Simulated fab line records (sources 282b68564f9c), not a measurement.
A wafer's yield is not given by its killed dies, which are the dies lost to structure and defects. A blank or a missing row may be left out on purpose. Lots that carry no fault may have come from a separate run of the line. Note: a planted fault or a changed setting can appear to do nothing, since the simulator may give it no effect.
Which tool did it?    flow rit-cmos    13 lots with 39 wafers sampled at 3 steps, on a route of 202 steps

## WHAT EACH GAUGE READ, for each wafer
RIT_M1_CD_MEAS_09 targets a cd of 2600 nm. Usual: cd-nm at 2599.7 nm, with a standard deviation of 2.1.
lot   measured     on         cd-nm (nm)            flag
L786  day 3 10:00  cd-sem-02  2596.5 2595.3 2598.5  
L787  day 3 12:53  cd-sem-01  2601.7 2602.1 2602.4  
L789  day 4 01:56  cd-sem-02  2598.9 2598.0 2599.2  
L792  day 4 16:24  cd-sem-02  2598.1 2599.0 2602.0  
L793  day 4 19:25  cd-sem-01  2249.7 2249.7 2249.2  OFF
L800  day 6 07:25  cd-sem-01  2597.1 2598.3 2597.7  
L802  day 6 15:05  cd-sem-02  2599.4 2599.8 2598.7  
L803  day 6 20:45  cd-sem-02  2599.4 2600.3 2600.3  
L804  day 7 03:01  cd-sem-02  2604.0 2604.6 2603.5  
L805  day 7 10:46  cd-sem-02  2599.3 2596.7 2598.9  
L806  day 7 16:19  cd-sem-02  2594.9 2596.2 2598.6  
L807  day 7 17:42  cd-sem-01  2597.8 2595.6 2598.4  
L809  day 8 07:07  cd-sem-02  2602.7 2603.6 2601.7  

RIT_M1_CD_MEAS_90 targets a cd of 2600 nm. Usual: cd-nm at 2600.0 nm, with a standard deviation of 2.5.
lot   measured     on         cd-nm (nm)            flag
L786  day 3 11:04  cd-sem-02  2595.8 2595.4 2599.4  
L787  day 3 13:50  cd-sem-02  2601.3 2602.7 2601.7  
L789  day 4 02:51  cd-sem-01  2602.1 2599.8 2600.9  
L792  day 4 17:19  cd-sem-02  2598.8 2600.7 2602.6  
L793  day 4 20:20  cd-sem-02  2249.7 2250.9 2249.4  OFF
L800  day 6 08:29  cd-sem-02  2597.5 2599.1 2598.5  
L802  day 6 16:00  cd-sem-01  2597.8 2597.1 2596.0  
L803  day 6 21:48  cd-sem-01  2599.6 2602.4 2602.2  
L804  day 7 03:56  cd-sem-01  2600.9 2604.1 2604.7  
L805  day 7 11:43  cd-sem-01  2601.3 2597.6 2601.6  
L806  day 7 17:15  cd-sem-01  2597.8 2596.2 2600.5  
L807  day 7 18:39  cd-sem-01  2598.4 2596.2 2595.5  
L809  day 8 08:08  cd-sem-02  2600.9 2600.8 2602.4  

## EACH LOT AND THE TOOL THAT RAN IT (in order: tool; ch and the chambers of the sampled wafers; start)
lot   RIT_M1_EXPOSE_06
L786  iline-stepper-01 ch 0, day 3 09:34
L787  iline-stepper-02 ch 0, day 3 12:28
L789  iline-stepper-02 ch 0, day 4 01:30
L792  iline-stepper-01 ch 0, day 4 15:58
L793  iline-stepper-02 ch 0, day 4 18:56
L800  iline-stepper-02 ch 0, day 6 06:50
L802  iline-stepper-01 ch 0, day 6 14:39
L803  iline-stepper-01 ch 0, day 6 20:08
L804  iline-stepper-02 ch 0, day 7 02:35
L805  iline-stepper-01 ch 0, day 7 10:20
L806  iline-stepper-01 ch 0, day 7 15:53
L807  iline-stepper-01 ch 0, day 7 17:16
L809  iline-stepper-01 ch 0, day 8 06:41
- RIT_M1_EXPOSE_06: exposes mask M12, target cd 2600 nm.

## AS READ BY THE TOOLS THEMSELVES (means over the sampled wafers that have a number; for cases with no such wafer, the mark the record gives instead)
The record holds no such reading with a usual standard deviation.

## THE ANSWER, worked out from the rows above alone
Rule: take the mean of a lot's wafers that have a number; if it is more than 3 standard deviations from the usual mean, the lot is off. A lot without any number at a reading at which 4 lots or more have one is off too. Any other lot the step has rows for is counted as sound. Order of review: gauges by route order, followed by the tools' own readings, for which a lot's mean as printed above is used. At the first step where some lot is off, the reading lying furthest off is the one used; lots without a number count as furthest.
Off, at RIT_M1_CD_MEAS_09 on cd-nm: L793.
If a tool, at a process step before that reading, ran all the lots that are off and no sound lot after the first of them, it fits. Not tried: the gauges at RIT_M1_CD_MEAS_09; whatever is off there is also off at RIT_M1_CD_MEAS_90, on other tools, and gauge error can't account for it. Not one of the candidates tried fits.

## WHAT THE SIMULATOR HAD PUT IN
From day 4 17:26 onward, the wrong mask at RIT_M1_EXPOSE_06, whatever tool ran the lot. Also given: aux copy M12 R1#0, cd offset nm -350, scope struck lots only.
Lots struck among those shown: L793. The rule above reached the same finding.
